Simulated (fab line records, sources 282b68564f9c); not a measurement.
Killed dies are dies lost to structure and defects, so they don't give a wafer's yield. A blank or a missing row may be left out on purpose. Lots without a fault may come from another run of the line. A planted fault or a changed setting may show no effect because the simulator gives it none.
A struck lot beside a sound one | flow rit_cmos | 17 steps out of a route of 202
Sound: wafers L262.2, L262.3, L262.4. Struck: wafers L265.1, L265.5, L265.6. The cause comes at the end.
At each step with rows: each side's tool, then ch and its chambers, then its first start. Under that, the readings that differ: sound wafers | struck wafers | difference of the means | sigmas: that difference in standard deviations of wafers without a fault.
alike: readings whose means differ by less than 2 such deviations, and words and numbers that are the same on both sides. not compared: withheld readings, readings that some wafer has no value for, bounds like >300 that may hide the same value, and numbers for which the record gives no deviation and whose values overlap.
The two part at a step that has a row with sigmas, a row that says differs or no value, or rows on one side only. Numbers that don't overlap but have no deviation are shown without sigmas and don't part them. A reading that every wafer of one side lacks parts them only if that side has two wafers or more.

RIT_NWELL_TW_MEAS_10:
  sound on film_metro-04, day 3 14:12; struck on film_metro-01, day 4 05:40
  alike: NWELL_TW
then, 6 steps without rows for these wafers: RIT_PWELL_HMDS_00 (prime time 60 s); RIT_PWELL_COAT_01 (resist thk 1300 nm); RIT_PWELL_SOFTBAKE_02 (time 60 s); RIT_PWELL_EXPOSE_03 (exposes mask M3, target cd 43700 nm); RIT_PWELL_PEB_04; RIT_PWELL_DEVELOP_05 (develop time 68 s).
RIT_PWELL_OVL_MEAS_06:
  sound on overlay-01, day 3 15:08; struck on overlay-01, day 4 06:37
  alike: PWELL_OVL
then, 2 steps without rows for these wafers: RIT_PWELL_HARDBAKE_07 (time 120 s); RIT_PWELL_IMPLANT_08.
RIT_PWELL_STRIP_09: strips in O2, time 180 s.
  sound on plasma_asher-03 ch 0,1, day 3 15:34; struck on plasma_asher-03 ch 0,1, day 4 07:05
  alike: drypump_motor_current_A, rf_refl_power_W
  not compared: rf_hours_counter_h
RIT_PWELL_TW_MEAS_10:
  sound on film_metro-04, day 3 15:45; struck on film_metro-04, day 4 07:15
  alike: PWELL_TW
RIT_WELLDRIVE_ANNEAL_00: time 14700 s.
  sound on furnace-01 ch 0, day 3 15:48; struck on furnace-01 ch 0, day 4 07:19
  reading          | sound             | struck            | difference | sigmas
  run_length_s (s) | 18261 18261 18261 | 15334 15334 15334 | -2927      | -99 or more
RIT_WELLDRIVE_RS_MEAS_01: measures by four-point-probe.
  sound on film_metro-04, day 3 20:55; struck on film_metro-01, day 4 12:24
  reading           | sound             | struck            | difference | sigmas
  NWELL_RS (ohm/sq) | 275.5 274.8 275.0 | 286.3 287.1 286.5 | +11.5      | +14
RIT_WELLDRIVE_RS_MEAS_02: measures by four-point-probe.
  sound on film_metro-04, day 3 21:02; struck on film_metro-01, day 4 12:31
  reading           | sound             | struck            | difference | sigmas
  PWELL_RS (ohm/sq) | 429.5 430.0 429.0 | 442.1 442.3 442.5 | +12.8      | +11
then, 1 step without rows for these wafers: RIT_NRETRO_HMDS_00 (prime time 60 s).
RIT_M1_PROBE_99:
  sound on prober-01, day 5 04:25; struck on prober-02, day 5 16:41
  reading                             | sound                | struck              | difference | sigmas
  model.etest.nwell_pinched.rs_ohm_sq | 341.6 339.4 335.1    | 360.8 363.4 366.5   | +24.9      |
  model.etest.pwell_pinched.rs_ohm_sq | 453.9 460.2 449.5    | 468.4 469 478.8     | +17.5      |
  model.etest.pwell.rs_ohm_sq         | 411.9 418.7 411.9    | 425.4 422.4 425     | +10.1      |
  model.etest.field_p.vt_v (V)        | -12.95 -12.92 -12.84 | -12.7 -12.81 -12.71 | +0.2       |
  alike: killed_at_contacts, killed_at_front_end, killed_dies, killed_open, killed_short
  not compared: model.etest.field_n.vt_v, model.etest.field_p_metal.vt_v, model.etest.diode_pplus_comb.cj_ff_um2, model.etest.iso_nwell_nwell.lateral_log10_a_um

WHERE THEY PART
First at RIT_WELLDRIVE_ANNEAL_00; last, within this record, at RIT_WELLDRIVE_RS_MEAS_02. Later steps at which nothing parts them and some readings are alike: RIT_M1_PROBE_99.

WHY: what the simulator had put in
Process parameter drift: furnace-01, from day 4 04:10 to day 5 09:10, at RIT_WELLDRIVE_ANNEAL_00. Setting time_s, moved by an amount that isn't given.
